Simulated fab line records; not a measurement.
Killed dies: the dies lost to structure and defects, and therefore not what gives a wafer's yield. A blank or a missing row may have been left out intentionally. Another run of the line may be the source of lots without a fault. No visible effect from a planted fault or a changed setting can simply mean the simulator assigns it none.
One fault through the eyes of 2 desks :: flow rit-cmos :: what lay behind the numbers comes last; until then each desk has only its own

THE METROLOGY DESK
Means of the sampled wafers that have a number, per lot and without regard to the tool the lot ran on: this is what the gauges read. The brackets show how far a lot's mean lies from the usual mean; more than 4 standard deviations puts the lot out of limits, marked OUT.
Columns: A = PLDD_TW at RIT_PLDD_TW_MEAS_10, usual 2358
lot: L893
first seen here: day 2 18:47
A: 2363

lot: L894
first seen here: day 3 01:13
A: 2365

lot: L896
first seen here: day 3 11:32
A: 2376

lot: L897
first seen here: day 3 15:50
A: 2330

lot: L898
first seen here: day 3 20:00
A: 2379

lot: L899
first seen here: day 4 00:34
A: 30 (-99 or more) OUT

lot: L909
first seen here: day 6 03:26
A: 2343

lot: L910
first seen here: day 6 07:47
A: 2329

lot: L911
first seen here: day 6 13:34
A: 2369

lot: L913
first seen here: day 6 23:59
A: 2368

lot: L914
first seen here: day 7 04:10
A: 2358

lot: L915
first seen here: day 7 09:11
A: 2346

lot: L916
first seen here: day 7 13:42
A: 2362
Per this desk, out of limits: L899; the first was L899, day 4 00:34 (PLDD_TW at RIT_PLDD_TW_MEAS_10). L893, L894, L896, L897, L898, L909, L910, L911, L913, L914, L915, L916 stayed within limits.

THE TOOL OWNER'S DESK: plasma-asher-04
The tool's own readings at RIT_NLDD_STRIP_09 (strips in O2, time 180 s): means of the sampled wafers that have a number, for each lot that ran on this tool. The brackets show how far a lot's mean lies from the usual mean; more than 4 standard deviations puts the lot out of limits, marked OUT.
Columns: A = drypump-motor-current-A at RIT_NLDD_STRIP_09, usual 5.4 A; B = run-length-s at RIT_NLDD_STRIP_09, usual 208.0 s
lot: L896
first seen here: day 3 09:41
A: 5.0
B: 207.9

lot: L897
first seen here: day 3 14:15
A: 5.4
B: 207.8

lot: L899
first seen here: day 3 22:51
A: 5.4
B: 72.1 (-99 or more) OUT

lot: L909
first seen here: day 6 01:53
A: 5.0
B: 208.0

lot: L910
first seen here: day 6 06:04
A: 5.4
B: 208.0

lot: L913
first seen here: day 6 22:16
A: 4.7
B: 208.2

lot: L914
first seen here: day 7 02:26
A: 5.0
B: 208.0

lot: L915
first seen here: day 7 07:35
A: 5.4
B: 207.7

lot: L916
first seen here: day 7 11:58
A: 5.0
B: 208.0
This desk's verdict: out of limits on L899, starting with L899 at day 3 22:51 (run-length-s at RIT_NLDD_STRIP_09). L896, L897, L909, L910, L913, L914, L915, L916 stayed within limits.

ALL TOGETHER
On L899, at day 3 22:51, an alarm was possible from the tool owner's desk.
The metrology desk could have raised an alarm at day 4 00:34, on L899.
The lots listed all ran RIT_NLDD_STRIP_09 on plasma-asher-04.

WHAT THE SIMULATOR HAD INSERTED
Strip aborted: plasma-asher-04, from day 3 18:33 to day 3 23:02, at RIT_NLDD_STRIP_09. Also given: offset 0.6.
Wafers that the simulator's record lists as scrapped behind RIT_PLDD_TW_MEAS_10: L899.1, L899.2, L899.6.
Lots struck among those shown: L899.
Delay (hours) between the fault's onset and each desk's first out-of-limits reading: 4 at the tool owner's desk, 6 at the metrology desk.
